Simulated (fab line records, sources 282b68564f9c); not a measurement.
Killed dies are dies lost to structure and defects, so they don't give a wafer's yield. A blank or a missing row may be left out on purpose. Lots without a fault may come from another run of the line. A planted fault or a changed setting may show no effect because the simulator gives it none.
A struck lot beside a sound one | flow rit_cmos | 18 steps out of a route of 202
Sound: wafers L318.2, L318.3, L318.6. Struck: wafers L327.2, L327.4, L327.5. The cause comes at the end.
At each step with rows: each side's tool, then ch and its chambers, then its first start. Under that, the readings that differ: sound wafers | struck wafers | difference of the means | sigmas: that difference in standard deviations of wafers without a fault.
alike: readings whose means differ by less than 2 such deviations, and words and numbers that are the same on both sides. not compared: withheld readings, readings that some wafer has no value for, bounds like >300 that may hide the same value, and numbers for which the record gives no deviation and whose values overlap.
The two part at a step that has a row with sigmas, a row that says differs or no value, or rows on one side only. Numbers that don't overlap but have no deviation are shown without sigmas and don't part them. A reading that every wafer of one side lacks parts them only if that side has two wafers or more.

first, 5 steps without rows for these wafers: RIT_NSD_COAT_01 (resist thk 1000 nm); RIT_NSD_SOFTBAKE_02 (time 60 s); RIT_NSD_EXPOSE_03 (exposes mask M9, target cd 40700 nm); RIT_NSD_PEB_04; RIT_NSD_DEVELOP_05 (develop time 50 s).
RIT_NSD_OVL_MEAS_06:
  sound on overlay-02, day 3 14:28; struck on overlay-01, day 5 13:17
  alike: NSD_OVL
then, 2 steps without rows for these wafers: RIT_NSD_HARDBAKE_07 (time 60 s); RIT_NSD_IMPLANT_08.
RIT_NSD_STRIP_09: strips in O2, time 180 s.
  sound on plasma_asher-03 ch 0,1, day 3 14:48; struck on plasma_asher-01 ch 0,1, day 5 13:37
  alike: drypump_motor_current_A
  not compared: rf_hours_counter_h
RIT_NSD_TW_MEAS_10:
  sound on film_metro-04, day 3 14:59; struck on film_metro-04, day 5 13:49
  alike: NSD_TW
then, 2 steps without rows for these wafers: RIT_PSD_HMDS_00 (prime time 60 s); RIT_PSD_COAT_01 (resist thk 1000 nm).
RIT_PSD_SOFTBAKE_02: time 60 s.
  sound on litho_track-01 ch 0, day 3 15:41; struck on litho_track-01 ch 0, day 5 14:11
  reading                                  | sound             | struck            | difference | sigmas
  heater_power_total_W (W)                 | 34.67 34.69 34.61 | 38.40 38.46 38.56 | +3.82      | +69
  plate_temp_C (C)                         | 90.06 89.80 90.01 | 97.22 97.23 97.10 | +7.23      | +60
  model.NOVOLAK_of_PSD_COAT_01.thk_nm (nm) | 998.9 997 993     | 982.5 981.6 983.3 | -13.8      |
  alike: exhaust_pa
then, 2 steps without rows for these wafers: RIT_PSD_EXPOSE_03 (exposes mask M10, target cd 40900 nm); RIT_PSD_PEB_04.
RIT_PSD_DEVELOP_05: develop time 50 s.
  sound on litho_track-01 ch 0; struck on litho_track-01 ch 0
  reading                                  | sound             | struck          | difference | sigmas
  model.NOVOLAK_of_PSD_COAT_01.thk_nm (nm) | 998.5 996.7 992.7 | 982.2 981.3 983 | -13.8      |
  alike: developer_temp_C, exhaust_pa
RIT_PSD_OVL_MEAS_06:
  sound on overlay-01, day 3 16:28; struck on overlay-01, day 5 14:50
  alike: PSD_OVL
RIT_M1_PROBE_99:
  the record has rows for the struck wafers here (prober-01, day 5 23:27) and none for the sound ones

WHERE THEY PART
First at RIT_PSD_SOFTBAKE_02; last, within this record, at RIT_M1_PROBE_99.

WHY: what the simulator had put in
Process parameter drift: litho_track-01, from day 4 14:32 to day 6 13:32, at RIT_PSD_SOFTBAKE_02. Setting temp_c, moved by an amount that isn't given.
